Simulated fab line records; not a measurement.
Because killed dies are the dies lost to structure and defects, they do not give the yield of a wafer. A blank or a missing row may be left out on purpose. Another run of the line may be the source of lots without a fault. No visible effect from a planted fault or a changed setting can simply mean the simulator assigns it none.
Which tool did it? / flow berkeley-cmos170 / Sampling: 7 lots, 21 wafers, 3 of 331 route steps

## WHAT EACH GAUGE READ, for each wafer
UCB170_NSD_TW_MEAS_10.
lot=L691; measured=day 8 10:44; on=film-metro-02; NSD_TW=4163 4166 4189
lot=L693; measured=day 8 22:51; on=film-metro-01; NSD_TW=4217 4210 4223
lot=L701; measured=day 10 07:13; on=film-metro-03; NSD_TW=4106 4108 4108
lot=L696; measured=day 10 12:51; on=film-metro-01; NSD_TW=4191 4202 4175
lot=L705; measured=day 11 04:48; on=film-metro-01; NSD_TW=4210 4192 4204
lot=L703; measured=day 11 16:16; on=film-metro-03; NSD_TW=3963 3964 3968
lot=L710; measured=day 12 06:39; on=film-metro-02; NSD_TW=4168 4170 4155

## WHICH TOOL RAN EACH LOT (tool, then ch and the chambers of the sampled wafers, then the start)
lot=L691; UCB170_NSD_IMPLANT_08=implanter-01 ch 0, day 8 10:29; UCB170_NSD_STRIP_09=plasma-asher-03 ch 0,1, day 8 10:38
lot=L693; UCB170_NSD_IMPLANT_08=implanter-01 ch 0, day 8 22:36; UCB170_NSD_STRIP_09=plasma-asher-03 ch 0,1, day 8 22:45
lot=L701; UCB170_NSD_IMPLANT_08=implanter-02 ch 0, day 10 07:01; UCB170_NSD_STRIP_09=plasma-asher-03 ch 0,1, day 10 07:08
lot=L696; UCB170_NSD_IMPLANT_08=implanter-01 ch 0, day 10 12:38; UCB170_NSD_STRIP_09=plasma-asher-02 ch 0,1, day 10 12:46
lot=L705; UCB170_NSD_IMPLANT_08=implanter-02 ch 0, day 11 04:33; UCB170_NSD_STRIP_09=plasma-asher-01 ch 0,1, day 11 04:42
lot=L703; UCB170_NSD_IMPLANT_08=implanter-01 ch 0, day 11 16:01; UCB170_NSD_STRIP_09=plasma-asher-02 ch 0,1, day 11 16:10
lot=L710; UCB170_NSD_IMPLANT_08=implanter-02 ch 0, day 12 06:25; UCB170_NSD_STRIP_09=plasma-asher-03 ch 0,1, day 12 06:32
- UCB170_NSD_IMPLANT_08
- UCB170_NSD_STRIP_09: strips in O2.

## THE ANSWER, worked out from the rows above alone
Rule: usual is defined by the lots themselves. The widest of any qualifying gaps counts: lots, ordered by their means at a reading, are off when they make up no more than a third of the lots, leave a main group of 4 or more, and stand apart from it by 3 or more times the standard deviation of that group's means. Not used: any main group whose means are identical at the precision the tables above print for the reading. A lot without any number at a reading at which 4 lots or more have one is off too. Where the step has rows for the other lots, those lots are counted as sound.
Off: L703, at UCB170_NSD_TW_MEAS_10 (NSD_TW). Main group: mean 4175, sd 35.
If a tool, at a process step before that reading, ran all the lots that are off and no sound lot after the first of them, it fits. Gauges at UCB170_NSD_TW_MEAS_10: tried the same way as those tools. Can't be told from this: 3 tools fit, implanter-01 at UCB170_NSD_IMPLANT_08, plasma-asher-02 at UCB170_NSD_STRIP_09, film-metro-03 at UCB170_NSD_TW_MEAS_10.

## WHAT WAS PUT IN BY THE SIMULATOR
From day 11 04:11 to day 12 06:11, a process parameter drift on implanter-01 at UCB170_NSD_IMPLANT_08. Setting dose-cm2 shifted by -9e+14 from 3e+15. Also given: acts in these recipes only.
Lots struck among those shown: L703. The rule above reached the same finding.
